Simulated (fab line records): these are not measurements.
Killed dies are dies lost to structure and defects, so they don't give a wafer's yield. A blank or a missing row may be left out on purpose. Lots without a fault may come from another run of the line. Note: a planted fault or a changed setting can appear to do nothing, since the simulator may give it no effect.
What tool caused it? | flow ritCmos | Sampling: 6 lots, 18 wafers, 2 of 202 route steps

WHAT THE GAUGES READ, wafer by wafer
RIT_PSD_OVL_MEAS_06.
lot  | measured    | on         | PSD_OVL (nm)
L332 | day 4 00:50 | overlay-02 | - - -
L341 | day 6 04:29 | overlay-01 | -0.2 0.9 -1.0
L343 | day 6 16:31 | overlay-02 | -1.0 -0.6 -1.1
L345 | day 7 06:10 | overlay-02 | 2.5 2.9 0.7
L347 | day 7 11:42 | overlay-02 | -0.1 0.3 1.4
L349 | day 7 21:29 | overlay-01 | 0.7 0.2 0.6

EACH LOT AND THE TOOL THAT RAN IT (in order: tool; ch and the chambers of the sampled wafers; start)
lot  | RIT_PSD_EXPOSE_03
L332 | ilineStepper-01 ch 0, day 4 00:26
L341 | ilineStepper-01 ch 0, day 6 04:05
L343 | ilineStepper-02 ch 0, day 6 16:07
L345 | ilineStepper-01 ch 0, day 7 05:46
L347 | ilineStepper-01 ch 0, day 7 11:20
L349 | ilineStepper-02 ch 0, day 7 21:06
- RIT_PSD_EXPOSE_03: exposes mask M10, target cd 40900 nm.

THE ANSWER, worked out from the rows above alone
Rule: usual is defined by the lots themselves. The widest of any qualifying gaps counts: lots, ordered by their means at a reading, are off when they make up no more than a third of the lots, leave a main group of 4 or more, and stand apart from it by 3 or more times the standard deviation of that group's means. The tables above print the reading to a certain number of digits; a main group whose means all agree to those digits is not used. Also off: a lot with no number at a reading for which 4 or more lots have one. Any other lot the step has rows for is counted as sound.
Off: L332, at RIT_PSD_OVL_MEAS_06 (PSD_OVL). Without a number there: L332. Main group: mean 0.4 nm, sd 0.96.
A tool fits if, at a process step before that reading, it ran every lot that is off, and no sound lot after the first of them. Those tools and the gauges at RIT_PSD_OVL_MEAS_06 are tried in the same way. No candidate that was tried fits.

WHAT THE SIMULATOR PUT IN
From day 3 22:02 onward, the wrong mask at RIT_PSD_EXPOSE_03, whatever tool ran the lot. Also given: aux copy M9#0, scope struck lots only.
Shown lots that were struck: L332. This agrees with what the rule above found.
